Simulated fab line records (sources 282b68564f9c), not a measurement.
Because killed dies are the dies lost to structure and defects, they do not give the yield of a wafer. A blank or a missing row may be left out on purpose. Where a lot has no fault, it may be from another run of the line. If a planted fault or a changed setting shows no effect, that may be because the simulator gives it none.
Code-filled problem report in 8D (eight disciplines) form ; flow rit cmos ; the parts of the form that need people (team, actions taken, sign-off) are left out

## 1. PROBLEM STATEMENT
Wafers without a fault read 90.968 C, standard deviation 0.0098; plate sensor t centre C at RIT_M1_SOFTBAKE_05 reads a mean of 89.793 C on 9 wafers belonging to 3 lots. That is -99 or more standard deviations from the usual mean.
The step: time 61.98 s.
The first sign was on wafer L493.2 at day 5 21:39, on litho track-03. Wafers with a number at this step in the record: 45, from 15 lots. By rule, "out" or "out of limits" means more than 4 standard deviations away from the usual mean. Any other wafer with a number is counted as sound.

## 2. WHAT IT IS; WHAT IT IS NOT
question;is;is not
which readings at this step;plate sensor t centre C, heater power total W, plate sensor t edge C;exhaust pa
which lots;L493, L495, L497;L482, L483, L484, L485, L487, L488, L490, L491, L499, L501, L503, L504
which wafers of those lots;all that have a number;-
read on which tools;litho track-03;litho track-02, litho track-04
when;from day 5 21:39;"up to then (24 sound wafers); but 12 sound wafers of L499, L501, L503, L504 came after"

## 3. THE SUSPECTS, EACH WITH WHAT RULES IT OUT
Counting: any tool at a process step up to the reading is kept as a suspect provided that every lot that is out went through it and no sound lot did after the first of them.
- litho track-03 at RIT_M1_SOFTBAKE_05 (time 61.98 s): kept. It ran every lot that is out, first L493 (day 5 21:39), and no sound lot after that; its last sound lot up to then is L490 (day 4 22:28). On those wafers its own readings are out: heater power total W, plate sensor t centre C, plate sensor t edge C.
The count leaves litho track-03 at RIT_M1_SOFTBAKE_05.

## 4. THE CAUSE (what the simulator had put in)
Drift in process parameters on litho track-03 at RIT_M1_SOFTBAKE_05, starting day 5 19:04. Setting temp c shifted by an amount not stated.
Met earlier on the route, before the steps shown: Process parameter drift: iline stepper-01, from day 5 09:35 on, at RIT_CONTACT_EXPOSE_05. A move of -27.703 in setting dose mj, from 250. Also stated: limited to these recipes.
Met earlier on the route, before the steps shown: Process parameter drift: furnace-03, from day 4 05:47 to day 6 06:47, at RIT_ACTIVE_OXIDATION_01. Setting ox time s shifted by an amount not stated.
Only this tool survived the counting.

## 5. SEQUENCE OF EFFECTS, ordered by route
Each row: a reading whose mean over the struck wafers that have a number lies more than 3 standard deviations from the usual. Readings are gone through only where the record gives a usual standard deviation; hours: the median, over the lots, of the time from a lot's start at the first step in this table giving one to that lot's start at this step; sigmas: the change measured in usual standard deviations.
hours;step;reading;usual;on struck wafers;change;sigmas
0;RIT_M1_SOFTBAKE_05;heater power total W;34.62 W;33.98;-0.64;-13
0;RIT_M1_SOFTBAKE_05;plate sensor t centre C;90.968 C;89.793;-1.175;-99 or more
0;RIT_M1_SOFTBAKE_05;plate sensor t edge C;91.019 C;89.844;-1.175;-99 or more
Here are the process steps it includes:
- RIT_M1_SOFTBAKE_05: time 61.98 s.

## 6. HOW IT WOULD HAVE BEEN CAUGHT EARLIER
The fault began at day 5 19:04; the first out-of-limits reading in this record came at day 5 21:39, 3 hours later.
